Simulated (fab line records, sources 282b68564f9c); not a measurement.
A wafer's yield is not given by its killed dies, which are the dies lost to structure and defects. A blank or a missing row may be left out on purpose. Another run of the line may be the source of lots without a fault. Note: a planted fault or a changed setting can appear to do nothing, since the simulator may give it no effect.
A struck lot beside a sound one | flow rit cmos | 21 steps out of a route of 202
Sound: these wafers, L474.1, L474.2, L474.6. The struck wafers were L478.2, L478.3, L478.4. Last of all comes the cause.
For every step that has rows: the tool of each side, followed by ch and its chambers, followed by its first start. Under that, the readings that differ: sound wafers | struck wafers | difference of the means | sigmas: that difference in standard deviations of wafers without a fault.
alike: a reading whose means differ by less than 2 such deviations, as well as words and numbers matching on both sides. not compared: withheld readings; readings where some wafer has no value; bounds like >300 that might hide an equal value; numbers whose values overlap and for which the record gives no deviation.
The two part at a step that has a row with sigmas, a row that says differs or no value, or rows on one side only. Numbers that have no deviation but don't overlap get no sigmas and don't part them. A reading missing from all wafers of one side parts the sides only when that side holds two or more wafers.

first, 4 steps without rows for these wafers: RIT_NLDD_SOFTBAKE_02 (time 60 s); RIT_NLDD_EXPOSE_03 (exposes mask M7, target cd 40700 nm); RIT_NLDD_PEB_04; RIT_NLDD_DEVELOP_05 (develop time 50 s).
RIT_NLDD_OVL_MEAS_06:
  struck on overlay-01, day 4 10:03; sound on overlay-01, day 3 16:50
  alike: NLDD_OVL
then, 2 steps without rows for these wafers: RIT_NLDD_HARDBAKE_07 (time 60 s); RIT_NLDD_IMPLANT_08.
RIT_NLDD_STRIP_09: strips in O2, time 180 s.
  sound on plasma asher-01 ch 0,1, day 3 17:11; struck on plasma asher-04 ch 0,1, day 4 10:23
  alike: drypump motor current A
  not compared: rf hours counter h
RIT_NLDD_TW_MEAS_10:
  struck on film metro-04, day 4 10:34; sound on film metro-04, day 3 17:21
  alike: NLDD_TW
then, 3 steps without rows for these wafers: RIT_PLDD_HMDS_00 (prime time 60 s); RIT_PLDD_COAT_01 (resist thk 1000 nm); RIT_PLDD_SOFTBAKE_02 (time 60 s).
RIT_PLDD_EXPOSE_03: exposes mask M8, target cd 40900 nm.
  sound on iline stepper-02 ch 0, day 3 17:59; struck on iline stepper-01 ch 0, day 4 11:05
  reading | sound          | struck         | difference | sigmas
  mask    | M8#0 M8#0 M8#0 | M7#0 M7#0 M7#0 | differs    |
then, 2 steps without rows for these wafers: RIT_PLDD_PEB_04; RIT_PLDD_DEVELOP_05 (develop time 50 s).
RIT_PLDD_OVL_MEAS_06:
  struck on overlay-01, day 4 11:28; sound on overlay-02, day 3 18:23
  reading       | sound          | struck | difference                    | sigmas
  PLDD_OVL (nm) | -0.8 -3.0 -1.1 | - - -  | no value on the struck wafers |
then, 2 steps without rows for these wafers: RIT_PLDD_HARDBAKE_07 (time 60 s); RIT_PLDD_IMPLANT_08.
RIT_PLDD_STRIP_09: strips in O2, time 180 s.
  sound on plasma asher-01 ch 0,1, day 3 18:44; struck on plasma asher-01 ch 0,1, day 4 11:48
  alike: drypump motor current A
  not compared: rf hours counter h
RIT_PLDD_TW_MEAS_10:
  struck on film metro-02, day 4 11:59; sound on film metro-01, day 3 18:54
  reading | sound          | struck   | difference | sigmas
  PLDD_TW | 2362 2357 2357 | 30 30 30 | -2329      | -99 or more
then, 1 step without rows for these wafers: RIT_SPACER_CLEAN_00 (cleans in SC1, time 600 s).

== WHERE THEY PART ==
At RIT_PLDD_EXPOSE_03 first; at RIT_PLDD_TW_MEAS_10 last (within this record only).

WHY: what the simulator had put in
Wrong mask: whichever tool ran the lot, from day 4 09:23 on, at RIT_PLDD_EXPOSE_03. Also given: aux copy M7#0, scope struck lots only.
